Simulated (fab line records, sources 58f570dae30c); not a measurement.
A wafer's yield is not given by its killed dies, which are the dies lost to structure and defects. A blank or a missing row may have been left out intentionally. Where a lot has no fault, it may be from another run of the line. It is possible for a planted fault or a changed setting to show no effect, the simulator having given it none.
fab line records -- flow berkeley-cmos170
record lots=13, wafers=39, last-day=12
route steps=331 shown GATE@141 PLDD@145
lots that met no fault: from a run of the same line without faults
start-h: hours from the record's first day to the start of the lot's first wafer shown -- wait-h: how many hours have passed since the lot's step before this one -- " same as the row above -- L1.1+2: one row covering several wafers at once -- - value missing, or start not given -- * or withheld: withheld -- < > ~ a bound
route shown NAME@n: names a module that has steps shown in the file, with the first one's number in the route -- usual: the fault-free wafers' mean and standard deviation -- same: alike in all rows -- chamber/n: place in a boat -- sites: the reading at each site -- _std_site: their standard deviation -- _edge_site: mean of outer sites minus mean of inner sites -- radius-mm: for every site, how far away it sits from the centre of the wafer -- mask NAME#n: copy n -- behind: the tool/chamber that last shaped the wafer -- hold: why the lot went on hold/how many hours it stayed there/how the hold came to an end -- device: names the non-switching transistor (n, p or np) -- end of line: the tests these same wafers got at the end of their route -- a step with no rows: only its recipe -- killed: not the wafer's yield, but the dies lost to structure and defects at the first sort -- map: the dies of a wafer, with x for killed, . for not killed, _ for no die there
set.NAME: the setting as run; set.NAME@STEP: as run at that earlier step -- model.NAME: the simulator's own value behind a step, which no gauge read
one table for each step of the route and one row for each wafer, over a sample of lots
services: the hour from which a tool's chamber was out of use, counted from the record's first day as start-h (under 0 if before that day), plus the number of hours and why
## steps
# step UCB170_GATE_ETCH_15
# recipe chemistry=HBr/Cl2, target=poly-Si, stop-on=SiO2, over-etch-frac=0.3, icp-w=300, bias-w=150, time-s=56.3, pressure-mtorr=15, HBr_flow_sccm=150, Cl2_flow_sccm=50, target-depth-a=2782
# usual drypump-motor-current-A=5.9/0.45, oes-product-au=0.829/0.016, throttle-valve-pct=26.39/0.18
# same over-etch-frac=0.3
lot.wafer,tool,chamber,start-h,wait-h,drypump-motor-current-A,oes-product-au,rf-hours-counter-h,throttle-valve-pct
L389.2,rie-si-02,1,170.10,-,6.8,0.812,28,26.34
L389.3,rie-si-02,2,170.10,-,5.5,0.838,1,26.13
L389.6,rie-si-02,0,170.10,-,5.9,0.839,-,26.56
L390.2,rie-si-01,3,170.21,-,5.6,0.810,45,26.24
L390.3,rie-si-01,2,170.21,-,6.0,0.842,47,26.73
L390.4,rie-si-01,0,170.21,-,5.7,0.828,1,26.24
L391.2,rie-si-01,0,185.27,-,5.7,0.826,1,26.27
L391.5,rie-si-01,1,185.27,-,5.3,0.816,-,26.41
L391.6,rie-si-01,2,185.27,-,6.0,0.854,-,26.73
L393.2,rie-si-01,1,206.43,-,5.3,0.819,0,26.39
L393.4,rie-si-01,3,206.43,-,5.6,0.824,45,26.24
L393.6,rie-si-01,2,206.43,-,6.0,0.855,-,26.73
L396.1,rie-si-02,0,206.56,-,5.9,0.842,0,26.57
L396.4,rie-si-02,1,206.56,-,6.8,0.820,28,26.32
L396.5,rie-si-02,2,206.56,-,5.5,0.842,-,26.17
L394.2,rie-si-01,2,206.57,-,6.0,0.849,47,26.73
L394.4,rie-si-01,0,206.57,-,5.7,0.833,1,26.26
L394.5,rie-si-01,2,206.57,-,6.0,0.851,-,26.73
L395.3,rie-si-02,0,206.71,-,5.9,0.834,0,26.59
L395.5,rie-si-02,0,206.71,-,5.9,0.835,-,26.59
L395.6,rie-si-02,1,206.71,-,6.8,0.814,-,26.31
L397.1,rie-si-01,0,217.64,-,5.7,0.824,1,26.26
L397.2,rie-si-01,2,217.64,-,6.0,0.856,47,26.74
L397.5,rie-si-01,2,217.64,-,6.0,0.852,-,26.73
L398.2,rie-si-02,2,217.88,-,5.5,0.844,1,26.15
L398.4,rie-si-02,3,217.88,-,6.2,0.839,27,26.47
L398.5,rie-si-02,1,217.88,-,6.8,0.822,-,26.33
L402.2,rie-si-02,2,233.66,-,5.5,0.824,1,26.16
L402.3,rie-si-02,3,233.66,-,6.3,0.814,27,26.48
L402.4,rie-si-02,1,233.66,-,6.8,0.810,28,26.31
L400.1,rie-si-01,1,233.78,-,5.3,0.805,0,26.40
L400.4,rie-si-01,3,233.78,-,5.6,0.806,45,26.24
L400.6,rie-si-01,0,233.78,-,5.7,0.821,-,26.25
L399.2,rie-si-02,1,233.90,-,6.8,0.801,28,26.31
L399.3,rie-si-02,2,233.90,-,5.5,0.844,1,26.15
L399.6,rie-si-02,3,233.90,-,6.2,0.828,-,26.48
L409.2,rie-si-02,0,260.87,-,6.0,0.843,0,26.60
L409.3,rie-si-02,2,260.87,-,5.6,0.845,1,26.15
L409.4,rie-si-02,3,260.87,-,6.2,0.813,27,26.48
# step UCB170_PLDD_HMDS_00
# recipe prime-time-s=60, prime-temp-c=100
# usual chill-plate-temp-C=23.01/0.1
lot.wafer,tool,chamber,start-h,wait-h,chill-plate-temp-C
L389.2,litho-track-02,0,170.56,0.0,23.07
L389.3,litho-track-02,0,170.56,0.0,23.00
L389.6,litho-track-02,0,170.56,0.0,23.01
L390.2,litho-track-04,0,170.68,0.0,23.03
L390.3,litho-track-04,0,170.68,0.0,23.01
L390.4,litho-track-04,0,170.68,0.0,22.97
L391.2,litho-track-02,0,186.07,0.4,23.18
L391.5,litho-track-02,0,186.07,0.4,23.03
L391.6,litho-track-02,0,186.07,0.4,23.03
L393.2,litho-track-04,0,206.93,0.0,23.11
L393.4,litho-track-04,0,206.93,0.0,23.02
L393.6,litho-track-04,0,206.93,0.0,22.96
L396.1,litho-track-03,0,207.18,0.1,22.84
L396.4,litho-track-03,0,207.18,0.1,22.83
L396.5,litho-track-03,0,207.18,0.1,23.01
L394.2,litho-track-02,0,207.36,0.3,22.83
L394.4,litho-track-02,0,207.36,0.3,22.89
L394.5,litho-track-02,0,207.36,0.3,22.92
L395.3,litho-track-04,0,207.40,0.1,23.10
L395.5,litho-track-04,0,207.40,0.1,23.06
L395.6,litho-track-04,0,207.40,0.1,23.02
L397.1,litho-track-04,0,218.08,0.0,22.86
L397.2,litho-track-04,0,218.08,0.0,22.99
L397.5,litho-track-04,0,218.08,0.0,22.96
L398.2,litho-track-03,0,218.35,0.0,23.05
L398.4,litho-track-03,0,218.35,0.0,23.05
L398.5,litho-track-03,0,218.35,0.0,23.08
L402.2,litho-track-03,0,234.34,0.1,23.14
L402.3,litho-track-03,0,234.34,0.1,23.16
L402.4,litho-track-03,0,234.34,0.1,23.00
L399.2,litho-track-02,0,234.69,0.3,22.90
L399.3,litho-track-02,0,234.69,0.3,22.67
L399.6,litho-track-02,0,234.69,0.3,22.74
L400.1,litho-track-03,0,234.77,0.4,23.00
L400.4,litho-track-03,0,234.77,0.4,23.04
L400.6,litho-track-03,0,234.77,0.4,23.01
L409.2,litho-track-03,0,263.33,0.6,23.01
L409.3,litho-track-03,0,263.33,0.6,23.19
# step UCB170_PLDD_COAT_01
# recipe resist=KrF, spin-rpm=1500, resist-thk-nm=886.4
# usual chill-plate-temp-C=23.00/0.11
lot.wafer,tool,chamber,start-h,wait-h,chill-plate-temp-C
L389.2,litho-track-02,0,170.71,0.1,23.15
L389.3,litho-track-02,0,170.71,0.1,23.31
L389.6,litho-track-02,0,170.71,0.1,23.22
L390.2,litho-track-04,0,170.83,0.1,22.92
L390.3,litho-track-04,0,170.83,0.1,23.01
L390.4,litho-track-04,0,170.83,0.1,22.95
L391.2,litho-track-02,0,186.22,0.1,22.94
L391.5,litho-track-02,0,186.22,0.1,22.94
L391.6,litho-track-02,0,186.22,0.1,22.98
L393.2,litho-track-04,0,207.08,0.1,23.18
L393.4,litho-track-04,0,207.08,0.1,22.85
L393.6,litho-track-04,0,207.08,0.1,23.02
L396.1,litho-track-03,0,207.33,0.1,23.14
L396.4,litho-track-03,0,207.33,0.1,22.95
L396.5,litho-track-03,0,207.33,0.1,22.93
L394.2,litho-track-02,0,207.51,0.1,23.01
L394.4,litho-track-02,0,207.51,0.1,22.89
L394.5,litho-track-02,0,207.51,0.1,23.02
L395.3,litho-track-04,0,207.55,0.1,23.04
L395.5,litho-track-04,0,207.55,0.1,22.89
L395.6,litho-track-04,0,207.55,0.1,23.01
L397.1,litho-track-04,0,218.23,0.1,23.00
L397.2,litho-track-04,0,218.23,0.1,23.02
L397.5,litho-track-04,0,218.23,0.1,22.99
L398.2,litho-track-03,0,218.50,0.1,23.01
L398.4,litho-track-03,0,218.50,0.1,22.88
L398.5,litho-track-03,0,218.50,0.1,22.90
L402.2,litho-track-03,0,234.49,0.1,23.08
L402.3,litho-track-03,0,234.49,0.1,23.15
L402.4,litho-track-03,0,234.49,0.1,23.17
L399.2,litho-track-02,0,234.84,0.1,23.07
L399.3,litho-track-02,0,234.84,0.1,23.16
L399.6,litho-track-02,0,234.84,0.1,23.02
L400.1,litho-track-03,0,234.92,0.1,23.14
L400.4,litho-track-03,0,234.92,0.1,23.17
L400.6,litho-track-03,0,234.92,0.1,22.97
L409.2,litho-track-03,0,263.48,0.1,23.01
L409.3,litho-track-03,0,263.48,0.1,22.90
## services
tool,chamber,start-h,hours,kind
rie-si-02,3,201.43,2.8,repair
## key
first-sign step=UCB170_PLDD_HMDS_00, reading=visit, direction=missing
effect step=UCB170_PLDD_COAT_01, reading=visit, direction=missing
met-at UCB170_GATE_ETCH_15
struck-lots L409
struck-wafers L409.4
later-rows-left-out L409.4
sort-left-out L409.4
tester-left-out L409
onset-between 233.90 260.87
fault kind=process-parameter-drift, tool=rie-si-02, chamber=3, onset-h=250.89, steps=UCB170_GATE_ETCH_15, channel=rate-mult, offset=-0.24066, shape=step, end-h=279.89
# tester-left-out: of these lots the tester's yield and bins aren't shown, on N5 and GAA mostly nor the transistor test; their killed dies are dies lost to structure and defects alone, not to doping, threshold or leakage, so they don't give the yield
# sort-left-out: the simulated sort isn't trusted on such a fault, so these wafers' sort isn't shown, and their yield isn't known
# later-rows-left-out: the simulator's readings of these wafers behind a module that went badly wrong aren't trusted and aren't shown, but for the sort
